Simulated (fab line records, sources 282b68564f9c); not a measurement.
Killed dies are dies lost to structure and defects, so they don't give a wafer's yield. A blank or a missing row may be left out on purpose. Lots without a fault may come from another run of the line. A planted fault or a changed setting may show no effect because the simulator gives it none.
Split-lot experiment | flow rit_cmos | 5 lots, 23 wafers read, on a route of 202 steps

THE SPLIT
At RIT_CONTACT_CVD_00 (deposits SiO2 from TEOS, target thk 400 nm, time 61 s), the setting time_s was moved away from the recipe's 61 s on 9 of the 23 wafers read, by -13.2% to +14.2%. The other wafers ran this setting at the recipe's value.

The file shows no step between the split and the reading.

THE READING
CONTACT_TEOS_THK, in nm, at RIT_CONTACT_THK_MEAS_01. Fault-free wafers of this fab line usually give 398 nm, standard deviation 7.2 nm.

wafer  | tool, chamber at the split | time_s as run, s | against the recipe | CONTACT_TEOS_THK, nm | against lot-mates on the recipe
L074.1 | pecvd-04, 1,0              | 61               | recipe             | 398                  | -
L074.2 | pecvd-04, 1,0              | 61               | recipe             | 396                  | -
L074.3 | pecvd-04, 2                | 61               | recipe             | 390                  | -
L074.4 | pecvd-04, 1                | 66.59            | +9.2%              | 442                  | +47
L074.5 | pecvd-04, 2                | 66.59            | +9.2%              | 430                  | +35
L079.2 | pecvd-03, 2                | 61               | recipe             | 401                  | -
L079.3 | pecvd-03, 1                | 57.16            | -6.3%              | 380                  | -19
L079.4 | pecvd-03, 0                | 61               | recipe             | 397                  | -
L079.5 | pecvd-03, 2                | 57.16            | -6.3%              | 386                  | -13
L079.6 | pecvd-03, 1                | 57.16            | -6.3%              | 385                  | -14
L080.1 | pecvd-04, 2                | 61               | recipe             | 393                  | -
L080.2 | pecvd-04, 0                | 69.67            | +14.2%             | 448                  | +51
L080.3 | pecvd-04, 1                | 61               | recipe             | 399                  | -
L080.4 | pecvd-04, 2                | 69.67            | +14.2%             | 452                  | +55
L080.5 | pecvd-04, 0                | 61               | recipe             | 398                  | -
L081.1 | pecvd-01, 0                | 61               | recipe             | 388                  | -
L081.2 | pecvd-01, 2                | 52.96            | -13.2%             | 342                  | -53
L081.3 | pecvd-01, 1                | 52.96            | -13.2%             | 344                  | -51
L081.5 | pecvd-01, 0                | 61               | recipe             | 395                  | -
L081.6 | pecvd-01, 1                | 61               | recipe             | 402                  | -
L082.3 | pecvd-03, 2                | 61               | recipe             | 397                  | -
L082.4 | pecvd-03, 1                | 61               | recipe             | 409                  | -
L082.6 | pecvd-03, 0                | 61               | recipe             | 399                  | -
Where a row lists several chambers, the file gives one row for several wafers and doesn't say which wafer went through which chamber.

THE FIT
A straight line over all 23 wafers: CONTACT_TEOS_THK changes by +3.75 nm for each +1% of time_s; r = +0.97; the points scatter about the line by 6.2 nm.
The same after taking each lot's own level away (the mean of its wafers on the recipe; 23 wafers): +3.79 nm for each +1%; r = +0.98; scatter 5.4 nm.
On that fit, the largest move of time_s shifts the reading by 54 nm.
The lots' own levels span 394.7 to 401.7 nm, that is 1.0 times the standard deviation above.
So the lot-to-lot level changes the slope little: the two slopes agree.
Check: with one of the wafers moved furthest among these (+14.2%) left out of the fit, the line predicts +56.5 nm for it against its lot-mates. It came out at +51.3 nm against them.

OTHER SPLITS ON THESE WAFERS
These wafers also went through other splits before the reading. Each is held against what the fit with the lots' levels taken away leaves over:
other split on the same wafers | wafers away from the commonest value | r with CONTACT_TEOS_THK (lot level and that fit taken away)
RIT_NSD_IMPLANT_08 dose_cm2    | 4                                    | -0.22
RIT_PSD_HARDBAKE_07 temp_c     | 7                                    | -0.06

THE WHOLE CHAIN: every reading that the file lists as answering this split, in the file's order
step                    | what it does                                                                | reading                                                                        | change (the file's fit)              | r (the file's)
RIT_CONTACT_CVD_00      | deposits SiO2 from TEOS, target thk 400 nm, time 61 s                       | SiO2_of_CONTACT_CVD_00.thk_nm (the simulator's own value, which no gauge read) | +3.91 nm for each +1% of the setting | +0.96
RIT_CONTACT_THK_MEAS_01 |                                                                             | CONTACT_TEOS_THK                                                               | +3.85 for each +1% of the setting    | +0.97
RIT_CONTACT_ETCH_11     | etches SiO2 in CHF3/CF4/Ar, stops on TiSi2, target depth 480 nm, time 320 s | etch.depth_nm (the simulator's own value, which no gauge read)                 | +3.91 nm for each +1% of the setting | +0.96
RIT_CONTACT_ETCH_11     | etches SiO2 in CHF3/CF4/Ar, stops on TiSi2, target depth 480 nm, time 320 s | CONTACT.feature_depth_nm (the simulator's own value, which no gauge read)      | +3.85 nm for each +1% of the setting | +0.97

THE FILE'S OWN FIT
CONTACT_TEOS_THK changes by +3.85 nm for each +1% of time_s, r = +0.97.
